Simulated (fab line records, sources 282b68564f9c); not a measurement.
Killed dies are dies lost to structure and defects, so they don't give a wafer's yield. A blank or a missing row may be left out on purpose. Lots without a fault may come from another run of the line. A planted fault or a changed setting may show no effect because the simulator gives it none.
Split-lot experiment | flow rit_cmos | 5 lots, 23 wafers read, on a route of 202 steps

THE SPLIT
At RIT_M1_SPUTTER_00 (material Al, target thk 400 nm, time 500 s), the setting power_w was moved away from the recipe's 2000 W on 4 of the 23 wafers read, by -10.9% to -5.1%. The other wafers ran this setting at the recipe's value.

FROM THE SPLIT TO THE READING: what the file shows between them, 1 step
- RIT_M1_RS_MEAS_01: measures by four-point-probe

THE READING
M1_AL_THK, in nm, at RIT_M1_THK_MEAS_02 (measures by xrf). Fault-free wafers of this fab line usually give 400 nm, standard deviation 3.2 nm.

wafer  | tool, chamber at the split | power_w as run, W | against the recipe | M1_AL_THK, nm | against lot-mates on the recipe
L074.1 | pvd_sputter-01, -          | 1782              | -10.9%             | 359           | -41
L074.2 | pvd_sputter-01, -          | 2000              | recipe             | 400           | -
L074.3 | pvd_sputter-01, -          | 1782              | -10.9%             | 359           | -41
L074.5 | pvd_sputter-01, -          | 2000              | recipe             | 403           | -
L074.6 | pvd_sputter-01, -          | 2000              | recipe             | 397           | -
L079.1 | pvd_sputter-04, -          | 2000              | recipe             | 398           | -
L079.2 | pvd_sputter-04, -          | 2000              | recipe             | 401           | -
L079.3 | pvd_sputter-04, -          | 2000              | recipe             | 399           | -
L079.5 | pvd_sputter-04, -          | 2000              | recipe             | 397           | -
L079.6 | pvd_sputter-04, -          | 2000              | recipe             | 399           | -
L080.1 | pvd_sputter-02, -          | 2000              | recipe             | 398           | -
L080.2 | pvd_sputter-02, -          | 2000              | recipe             | 398           | -
L080.3 | pvd_sputter-02, -          | 2000              | recipe             | 400           | -
L080.4 | pvd_sputter-02, -          | 2000              | recipe             | 402           | -
L080.5 | pvd_sputter-02, -          | 2000              | recipe             | 397           | -
L084.1 | pvd_sputter-01, -          | 2000              | recipe             | 397           | -
L084.2 | pvd_sputter-01, -          | 2000              | recipe             | 399           | -
L084.3 | pvd_sputter-01, -          | 2000              | recipe             | 398           | -
L085.1 | pvd_sputter-04, -          | 2000              | recipe             | 404           | -
L085.2 | pvd_sputter-04, -          | 2000              | recipe             | 401           | -
L085.4 | pvd_sputter-04, -          | 2000              | recipe             | 406           | -
L085.5 | pvd_sputter-04, -          | 1897              | -5.1%              | 380           | -24
L085.6 | pvd_sputter-04, -          | 1897              | -5.1%              | 383           | -21

THE FIT
A straight line over all 23 wafers: M1_AL_THK changes by +3.7 nm for each +1% of power_w; r = +0.98; the points scatter about the line by 2.5 nm.
The same after taking each lot's own level away (the mean of its wafers on the recipe; 23 wafers): +3.85 nm for each +1%; r = +0.99; scatter 1.9 nm.
On that fit, the largest move of power_w shifts the reading by 42 nm.
The lots' own levels span 398.0 to 403.7 nm, that is 1.8 times the standard deviation above.
So the lot-to-lot level changes the slope little: the two slopes agree.
Check: with one of the wafers moved furthest among these (-10.9%) left out of the fit, the line predicts -42.8 nm for it against its lot-mates. It came out at -41 nm against them.

OTHER SPLITS ON THESE WAFERS
These wafers also went through other splits before the reading. Each is held against what the fit with the lots' levels taken away leaves over:
other split on the same wafers        | wafers away from the commonest value | r with M1_AL_THK (lot level and that fit taken away)
RIT_PSD_IMPLANT_08 energy_kev         | 9                                    | -0.45
RIT_SILICIDE_SPUTTER_01 power_w       | 9                                    | +0.22
RIT_CONTACT_DEVELOP_07 develop_time_s | 11                                   | +0.16

THE WHOLE CHAIN: every reading that the file lists as answering this split, in the file's order
step               | what it does                               | reading                                                                     | change (the file's fit)               | r (the file's)
RIT_M1_SPUTTER_00  | material Al, target thk 400 nm, time 500 s | Al_of_M1_SPUTTER_00.thk_nm (the simulator's own value, which no gauge read) | +4 nm for each +1% of the setting     | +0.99
RIT_M1_RS_MEAS_01  | measures by four-point-probe               | M1_AL_RS                                                                    | -0.000824 for each +1% of the setting | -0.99
RIT_M1_THK_MEAS_02 | measures by xrf                            | M1_AL_THK                                                                   | +3.88 for each +1% of the setting     | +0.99

THE FILE'S OWN FIT
M1_AL_THK changes by +3.88 nm for each +1% of power_w, r = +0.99.
